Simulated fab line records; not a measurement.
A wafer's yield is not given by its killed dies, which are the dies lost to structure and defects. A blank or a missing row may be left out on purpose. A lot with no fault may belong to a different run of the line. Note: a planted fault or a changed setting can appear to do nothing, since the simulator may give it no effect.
Chamber matching + flow berkeley_cmos170 + 4 sister chambers for UCB170_M2_ETCH_17 on rie_diel-01
The step etches BARC in N2/H2. 8 wafers are shown with their chamber, then 8 later ones without.

WAFERS PAIRED WITH THEIR CHAMBERS
| wafer  | chamber | drypump_motor_current_A (A) | throttle_valve_pct (%) |
|--------|---------|-----------------------------|------------------------|
| L645.3 | 3       | 5.7                         | 13.47                  |
| L645.6 | 1       | 5.2                         | 13.36                  |
| L648.4 | 0       | 6.1                         | 13.41                  |
| L648.5 | 1       | 5.2                         | 13.41                  |
| L648.6 | 0       | 6.0                         | 13.43                  |
| L647.5 | 2       | 4.9                         | 13.47                  |
| L647.6 | 3       | 5.7                         | 13.46                  |
| L649.1 | 2       | 4.9                         | 13.48                  |

WAFERS WITH NO CHAMBER GIVEN
| wafer  | drypump_motor_current_A (A) | throttle_valve_pct (%) |
|--------|-----------------------------|------------------------|
| L649.2 | 6.0                         | 13.41                  |
| L649.6 | 6.0                         | 13.43                  |
| L653.2 | 4.9                         | 13.48                  |
| L653.3 | 6.1                         | 13.41                  |
| L653.4 | 5.2                         | 13.36                  |
| L655.1 | 5.2                         | 13.37                  |
| L655.2 | 5.7                         | 13.46                  |
| L655.5 | 6.0                         | 13.40                  |

WHICH CHAMBER EACH WENT THROUGH
| wafer  | from the rows above | in truth |
|--------|---------------------|----------|
| L649.2 | 0                   | 0        |
| L649.6 | 0                   | 0        |
| L653.2 | 2                   | 2        |
| L653.3 | 0                   | 0        |
| L653.4 | 1                   | 1        |
| L655.1 | 1                   | 1        |
| L655.2 | 3                   | 3        |
| L655.5 | 0                   | 0        |
Correctly placed: 8 of 8. Number that these rows cannot place: 0. Number placed wrongly: 0.
How it was worked out, from the rows above alone: a wafer's distance from a chamber is the root of the sum, over the readings, of the square of ((its reading less the chamber's mean) divided by the reading's scatter). The wafer belongs to the nearest chamber; if the next one is less than 2 further off, it can't be placed. Each chamber's mean is taken over the wafers shown for it. How the scatter is found: for the shown wafers, subtract from each reading the mean of its chamber, square and add these, divide the total by (wafers less chambers), then take the root.
